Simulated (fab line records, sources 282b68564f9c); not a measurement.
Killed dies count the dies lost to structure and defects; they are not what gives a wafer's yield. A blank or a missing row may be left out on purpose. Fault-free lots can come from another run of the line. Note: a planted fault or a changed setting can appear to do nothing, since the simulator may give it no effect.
Struck lot and sound lot, side by side | flow rit cmos | 19 out of 202 route steps
Sound: wafers L257.3, L257.4, L257.5. The struck wafers were L274.1, L274.2, L274.5. Last of all comes the cause.
Order at every step that has rows: each side's tool, ch and its chambers, its first start. Under that, the readings that differ: sound wafers | struck wafers | difference of the means | sigmas: that difference in standard deviations of wafers without a fault.
alike: readings with means less than 2 such deviations apart, plus words and numbers identical on both sides. not compared: withheld readings, readings lacking a value on some wafer, bounds such as >300 that could conceal the same value, and numbers that have no deviation in the record and whose values overlap.
Wherever a step has rows on one side only, a row that says differs or no value, or a row with sigmas, the two part there. Non-overlapping numbers with no deviation appear without sigmas and do not part them. Lack of a reading on every wafer of one side parts them only where that side has two or more wafers.

first, 1 step without rows for these wafers: RIT_CONTACT_HARDBAKE_10 (time 60 s).
RIT_CONTACT_ETCH_11: etches SiO2 in CHF3/CF4/Ar, stops on TiSi2, target depth 480 nm, time 320 s.
  sound on rie diel-01 ch 0,1, day 3 16:04; struck on rie diel-01 ch 0,1,2, day 7 01:20
  alike: cf4 flow sccm, drypump motor current A, oes product au, throttle valve pct
  not compared: rf hours counter h
RIT_CONTACT_STRIP_12: strips in O2, time 180 s.
  sound on plasma asher-04 ch 0,1, day 3 16:19; struck on plasma asher-03 ch 0,1, day 7 01:31
  alike: drypump motor current A
  not compared: rf hours counter h
RIT_CONTACT_CD_MEAS_90: the cd target is 1000 nm.
  sound: cd sem-01 at day 3 16:28; struck: cd sem-02 at day 7 01:42
  alike: cd nm
then, 2 steps without rows for these wafers: RIT_CONTACT_CLEAN_13 (cleans in SC1, time 600 s); RIT_CONTACT_CLEAN_14 (cleans in SC2, time 600 s).
RIT_M1_SPUTTER_00: material Al, target thk 400 nm, time 500 s.
  sound: pvd sputter-02 at day 3 16:54; struck: pvd sputter-04 at day 7 02:10
  alike: cathode dc power W, throttle valve pct
RIT_M1_RS_MEAS_01: measurement is done with a four-point probe.
  sound: film metro-01 at day 3 17:14; struck: film metro-02 at day 7 02:28
  alike: M1_AL_RS
RIT_M1_THK_MEAS_02: measures by xrf.
  sound: film metro-01 at day 3 17:20; struck: film metro-02 at day 7 02:35
  reading        | sound       | struck      | difference | sigmas
  M1_AL_THK (nm) | 396 394 398 | 384 380 391 | -11        | -2
then, 3 steps without rows for these wafers: RIT_M1_HMDS_03 (prime time 60 s); RIT_M1_COAT_04 (resist thk 1300 nm); RIT_M1_SOFTBAKE_05 (time 60 s).
RIT_M1_EXPOSE_06: exposes mask M12, target cd 2600 nm.
  sound on iline stepper-02 ch 0, day 3 17:59; struck on iline stepper-02 ch 0, day 7 03:05
  reading                    | sound                | struck      | difference | sigmas
  model.M1.overlay x nm (nm) | 0.5612 0.5612 0.5612 | 361 361 361 | +360       |
  alike: mask
then, 2 steps without rows for these wafers: RIT_M1_PEB_07; RIT_M1_DEVELOP_08 (develop time 68 s).
RIT_M1_CD_MEAS_09: the cd target is 2600 nm.
  sound: cd sem-02 at day 3 18:25; struck: cd sem-01 at day 7 03:31
  alike: cd nm
RIT_M1_OVL_MEAS_10:
  sound: overlay-01 at day 3 18:31; struck: overlay-01 at day 7 03:38
  reading     | sound       | struck            | difference | sigmas
  M1_OVL (nm) | 1.7 2.3 3.0 | 361.9 362.2 361.8 | +359.6     | +99 or more
then, 1 step without rows for these wafers: RIT_M1_HARDBAKE_11 (time 120 s).
RIT_M1_PROBE_99:
  the record has rows for the struck wafers here (prober-01, day 7 06:11) and none for the sound ones

## WHERE THEY PART
First at RIT_M1_THK_MEAS_02; last, within this record, at RIT_M1_PROBE_99.

WHY: whatever the simulator had introduced
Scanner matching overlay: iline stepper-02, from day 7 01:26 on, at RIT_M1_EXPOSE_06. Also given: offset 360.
